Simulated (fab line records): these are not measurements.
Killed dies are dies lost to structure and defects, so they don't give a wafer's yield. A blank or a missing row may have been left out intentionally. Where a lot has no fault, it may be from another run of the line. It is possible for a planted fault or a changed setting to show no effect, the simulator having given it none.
2 desks looking at one fault / flow berkeley_cmos170 / only its own numbers are on each desk; what lay behind them is given at the end

FROM THE METROLOGY DESK
What the gauges read, lot by lot, whatever tool the lot ran on: means of the sampled wafers that have a number. Marked OUT: a lot whose mean sits more than 4 standard deviations from the usual mean, which makes it out of limits; the brackets give that distance.
Columns: A = PWELL_NITRIDE_THK at UCB170_PWELL_THK_MEAS_06, usual 220.7 nm; B = FIELD_OXIDE_THK at UCB170_FIELD_THK_MEAS_02, usual 553 nm; C = NLDD_TW at UCB170_NLDD_TW_MEAS_11, usual 2217; D = NSD_OVL at UCB170_NSD_OVL_MEAS_07, usual 3 nm; E = NLDD_RS at UCB170_SDANNEAL_RS_MEAS_05, usual 615.7 ohm/sq
lot=L792; first seen here=day 3 08:14; A=221.6; B=563; C=2195; D=4; E=615.1
lot=L797; first seen here=day 4 07:34; A=221.9; B=542; C=2234; D=1; E=616.9
lot=L796; first seen here=day 4 07:35; A=222.0; B=560; C=2219; D=5; E=617.8
lot=L798; first seen here=day 4 14:35; A=222.9; B=563; C=2224; D=6; E=615.2
lot=L799; first seen here=day 4 14:36; A=222.2; B=573; C=2205; D=3; E=615.2
lot=L800; first seen here=day 5 02:55; A=220.0; B=547; C=2227; D=4; E=615.8
lot=L802; first seen here=day 5 17:50; A=222.8; B=559; C=2219; D=-2; E=614.7
lot=L804; first seen here=day 5 17:50; A=220.0; B=560; C=2204; D=1; E=615.6
lot=L803; first seen here=day 5 17:51; A=218.9; B=578; C=2211; D=-3; E=615.4
lot=L808; first seen here=day 6 18:08; A=216.8; B=563; C=2103 (-6.4) OUT; D=6; E=715.8 (+71) OUT
lot=L809; first seen here=day 7 08:06; A=221.0; B=556; C=2221; D=1; E=617.9
lot=L811; first seen here=day 7 08:07; A=220.2; B=546; C=2191; D=0; E=616.9
lot=L810; first seen here=day 7 08:09; A=219.6; B=541; C=2233; D=5; E=614.1
lot=L814; first seen here=day 7 19:56; A=220.6; B=554; C=2061 (-8.7) OUT; D=0; E=714.8 (+71) OUT
Finding of this desk: L808, L814 out of limits, first seen on L808 at day 10 12:03 (NLDD_TW at UCB170_NLDD_TW_MEAS_11). Within limits: L792, L797, L796, L798, L799, L800, L802, L804, L803, L809, L811, L810.

AT THE TOOL OWNER'S DESK: implanter-02
For each lot that ran on this tool, the mean over its sampled wafers that have a number, from the tool's own readings at UCB170_NLDD_IMPLANT_09. Marked OUT: a lot whose mean sits more than 4 standard deviations from the usual mean, which makes it out of limits; the brackets give that distance.
Columns: A = dose_ions_cm2 at UCB170_NLDD_IMPLANT_09, usual 4.999e+13; B = faraday_current_uA at UCB170_NLDD_IMPLANT_09, usual 158
lot=L792; first seen here=day 7 12:27; A=4.994e+13; B=159
lot=L797; first seen here=day 8 17:23; A=5.002e+13; B=159
lot=L799; first seen here=day 9 02:38; A=5.000e+13; B=157
lot=L802; first seen here=day 9 18:58; A=5.000e+13; B=154
lot=L804; first seen here=day 9 19:32; A=4.999e+13; B=158
lot=L808; first seen here=day 10 11:49; A=3.005e+13 (-99 or more) OUT; B=93 (-19) OUT
lot=L814; first seen here=day 11 19:16; A=3.012e+13 (-99 or more) OUT; B=96 (-18) OUT
Finding of this desk: L808, L814 out of limits; the first was L808 at day 10 11:49, on dose_ions_cm2 at UCB170_NLDD_IMPLANT_09. Within limits: L792, L797, L799, L802, L804.

PUT TOGETHER
At day 10 11:49, on L808, L814, the tool owner's desk was in a position to raise an alarm.
An alarm was possible from the metrology desk at day 10 12:03, on L808, L814.
The lots listed all ran UCB170_NLDD_IMPLANT_09 on implanter-02.

WHAT HAD BEEN PUT IN BY THE SIMULATOR
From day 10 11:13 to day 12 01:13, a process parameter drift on implanter-02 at UCB170_NLDD_IMPLANT_09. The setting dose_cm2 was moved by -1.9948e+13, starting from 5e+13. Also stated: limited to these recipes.
Shown lots that were struck: L808, L814.
Hours from the fault's start to each desk's first reading out of limits: the tool owner's desk, 1; the metrology desk, 1.
